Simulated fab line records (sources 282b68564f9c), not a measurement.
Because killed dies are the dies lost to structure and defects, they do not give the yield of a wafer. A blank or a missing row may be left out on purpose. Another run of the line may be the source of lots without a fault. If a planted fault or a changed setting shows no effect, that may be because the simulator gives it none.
The tool behind it: which one? + flow rit cmos + Sampling: 15 lots, 45 wafers, 4 of 202 route steps

== WHAT THE GAUGES READ, wafer by wafer ==
RIT_WELLDRIVE_RS_MEAS_01: measures by four-point-probe. Usual: NWELL_RS 275.3 ohm/sq, standard deviation 0.82.
| lot  | measured    | on            | NWELL_RS (ohm/sq) | flag |
|------|-------------|---------------|-------------------|------|
| L420 | day 2 05:07 | film metro-03 | 274.7 275.5 275.7 |      |
| L421 | day 2 09:32 | film metro-03 | 275.5 275.5 275.3 |      |
| L422 | day 2 13:53 | film metro-03 | 274.6 275.2 274.7 |      |
| L423 | day 2 19:23 | film metro-01 | 275.1 276.3 275.3 |      |
| L424 | day 3 00:31 | film metro-03 | 276.6 277.3 277.1 |      |
| L425 | day 3 05:33 | film metro-03 | 275.4 274.9 275.2 |      |
| L426 | day 3 10:40 | film metro-03 | 275.3 275.1 275.5 |      |
| L427 | day 3 14:43 | film metro-01 | 273.8 274.1 274.0 |      |
| L428 | day 3 21:32 | film metro-02 | 276.1 276.1 275.3 |      |
| L429 | day 4 02:34 | film metro-01 | 275.9 276.0 275.6 |      |
| L432 | day 4 15:41 | film metro-02 | 276.0 275.3 275.1 |      |
| L440 | day 6 08:18 | film metro-03 | 275.7 277.4 275.7 |      |
| L441 | day 6 18:22 | film metro-03 | 275.5 276.3 275.0 |      |
| L442 | day 6 19:41 | film metro-02 | 274.8 275.4 275.9 |      |
| L443 | day 7 01:52 | film metro-02 | 274.5 274.4 274.8 |      |

RIT_CONTACT_CD_MEAS_90 targets a cd of 1000 nm. Usual: cd nm reads 999.8 nm (standard deviation 2.2).
| lot  | measured    | on        | cd nm (nm)           | flag |
|------|-------------|-----------|----------------------|------|
| L420 | day 3 04:42 | cd sem-01 | 995.4 997.7 998.5    |      |
| L421 | day 3 08:55 | cd sem-01 | 1003.3 1003.9 1001.6 |      |
| L422 | day 3 14:40 | cd sem-02 | 1000.6 1002.4 1001.2 |      |
| L423 | day 3 20:10 | cd sem-02 | 1000.4 998.7 998.6   |      |
| L424 | day 4 04:45 | cd sem-02 | 998.8 996.5 996.1    |      |
| L425 | day 4 06:02 | cd sem-01 | 999.5 1002.0 1003.4  |      |
| L426 | day 4 12:26 | cd sem-02 | 1000.4 998.7 998.3   |      |
| L427 | day 4 18:41 | cd sem-02 | 998.5 998.1 999.1    |      |
| L428 | day 4 21:55 | cd sem-01 | 1002.2 1005.0 1004.5 |      |
| L429 | day 5 02:04 | cd sem-01 | 1001.8 1000.0 1003.5 |      |
| L432 | day 5 15:17 | cd sem-02 | 1000.5 998.9 998.4   |      |
| L440 | day 7 10:23 | cd sem-02 | 995.6 996.2 996.0    |      |
| L441 | day 7 19:38 | cd sem-01 | 1000.1 999.6 1000.7  |      |
| L442 | day 7 21:27 | cd sem-01 | 1000.7 1000.9 1000.3 |      |
| L443 | day 8 03:18 | cd sem-01 | 1001.8 1004.0 1001.4 |      |

RIT_M1_RS_MEAS_01: measures by four-point-probe. Usual: M1_AL_RS 0.0733 ohm/sq, standard deviation 0.00074.
| lot  | measured    | on            | M1_AL_RS (ohm/sq)    | flag |
|------|-------------|---------------|----------------------|------|
| L420 | day 3 05:28 | film metro-02 | 0.0735 0.0726 0.0727 |      |
| L421 | day 3 09:40 | film metro-01 | 0.0734 0.0733 0.0725 |      |
| L422 | day 3 15:29 | film metro-04 | 0.0742 0.0749 0.0743 |      |
| L423 | day 3 20:56 | film metro-04 | 0.0731 0.0730 0.0724 |      |
| L424 | day 4 05:32 | film metro-04 | 0.0727 0.0725 0.0727 |      |
| L425 | day 4 06:48 | film metro-02 | 0.0744 0.0732 0.0730 |      |
| L426 | day 4 13:13 | film metro-01 | 0.0721 0.0721 0.0725 |      |
| L427 | day 4 19:27 | film metro-01 | 0.0720 0.0724 0.0729 |      |
| L428 | day 4 22:41 | film metro-01 | 0.0724 0.0734 0.0730 |      |
| L429 | day 5 02:51 | film metro-02 | 0.0722 0.0725 0.0719 |      |
| L432 | day 5 16:04 | film metro-01 | 0.0726 0.0738 0.0736 |      |
| L440 | day 7 11:10 | film metro-02 | 0.0731 0.0735 0.0731 |      |
| L441 | day 7 20:25 | film metro-01 | 0.0737 0.0736 0.0735 |      |
| L442 | day 7 22:25 | film metro-02 | 0.0741 0.0740 0.0741 |      |
| L443 | day 8 04:04 | film metro-02 | 0.0736 0.0735 0.0739 |      |

== WHAT TOOL EACH LOT RAN ON (gives the tool, then ch and the chambers of the sampled wafers, and finally the start) ==
| lot  | RIT_NWELL_DEVELOP_05             |
|------|----------------------------------|
| L420 | litho track-03 ch 0, day 1 21:00 |
| L421 | litho track-04 ch 0, day 2 01:00 |
| L422 | litho track-01 ch 0, day 2 06:00 |
| L423 | litho track-01 ch 0, day 2 11:00 |
| L424 | litho track-04 ch 0, day 2 16:00 |
| L425 | litho track-01 ch 0, day 2 21:00 |
| L426 | litho track-03 ch 0, day 3 02:00 |
| L427 | litho track-01 ch 0, day 3 07:00 |
| L428 | litho track-01 ch 0, day 3 13:00 |
| L429 | litho track-01 ch 0, day 3 18:00 |
| L432 | litho track-01 ch 0, day 4 08:00 |
| L440 | litho track-03 ch 0, day 6 00:00 |
| L441 | litho track-04 ch 0, day 6 10:00 |
| L442 | litho track-04 ch 0, day 6 12:00 |
| L443 | litho track-03 ch 0, day 6 18:00 |
- RIT_NWELL_DEVELOP_05: develop time 64.78 s.

== WHAT THE TOOLS THEMSELVES READ (means of the sampled wafers that have a number; where no wafer has one, the mark that the record gives instead) ==
RIT_NWELL_DEVELOP_05. Usual: developer temp C reads 23.00 C (standard deviation 0.12).
| lot  | tool           | developer temp C (C) | flag |
|------|----------------|----------------------|------|
| L420 | litho track-03 | 22.94                |      |
| L421 | litho track-04 | 23.11                |      |
| L422 | litho track-01 | 23.08                |      |
| L423 | litho track-01 | 23.25                |      |
| L424 | litho track-04 | 22.80                |      |
| L425 | litho track-01 | 23.08                |      |
| L426 | litho track-03 | 22.87                |      |
| L427 | litho track-01 | 23.04                |      |
| L428 | litho track-01 | 25.19                | OFF  |
| L429 | litho track-01 | 25.31                | OFF  |
| L432 | litho track-01 | 25.16                | OFF  |
| L440 | litho track-03 | 23.02                |      |
| L441 | litho track-04 | 22.94                |      |
| L442 | litho track-04 | 22.93                |      |
| L443 | litho track-03 | 23.08                |      |

== THE ANSWER, worked out from the rows above alone ==
Rule: a lot counts as off when the mean over its wafers that have a number is more than 3 standard deviations away from the usual mean. Also off: a lot with no number at a reading for which 4 or more lots have one. Where the step has rows for the other lots, those lots are counted as sound. After the gauges, taken in route order, come the tools' own readings; for these a lot's mean is taken, as printed above. At the first step where some lot is off, the reading lying furthest off is the one used; lots without a number count as furthest.
Off: L428, L429, L432 (RIT_NWELL_DEVELOP_05, developer temp C).
If a tool, at that step or one of the process steps before it, ran each lot that is off and ran no sound lot following the first of them, it fits. One fits: litho track-01 at RIT_NWELL_DEVELOP_05. Its last sound lot is L427 (day 3 07:00), its first lot that is off L428 (day 3 13:00): a fault that began between those two fits.
On the lots that are off, the tool's own readings at RIT_NWELL_DEVELOP_05 differ by more than 5 times the standard deviation of the sound lots' means, which bears it out; developer temp C reads 25.22 C there versus 23.01 C on the sound lots.

== WHAT HAD BEEN PUT IN BY THE SIMULATOR ==
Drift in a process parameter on litho track-01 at RIT_NWELL_DEVELOP_05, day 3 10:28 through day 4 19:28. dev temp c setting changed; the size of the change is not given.
Lots struck among those shown: L428, L429, L432. This agrees with what the rule above found.
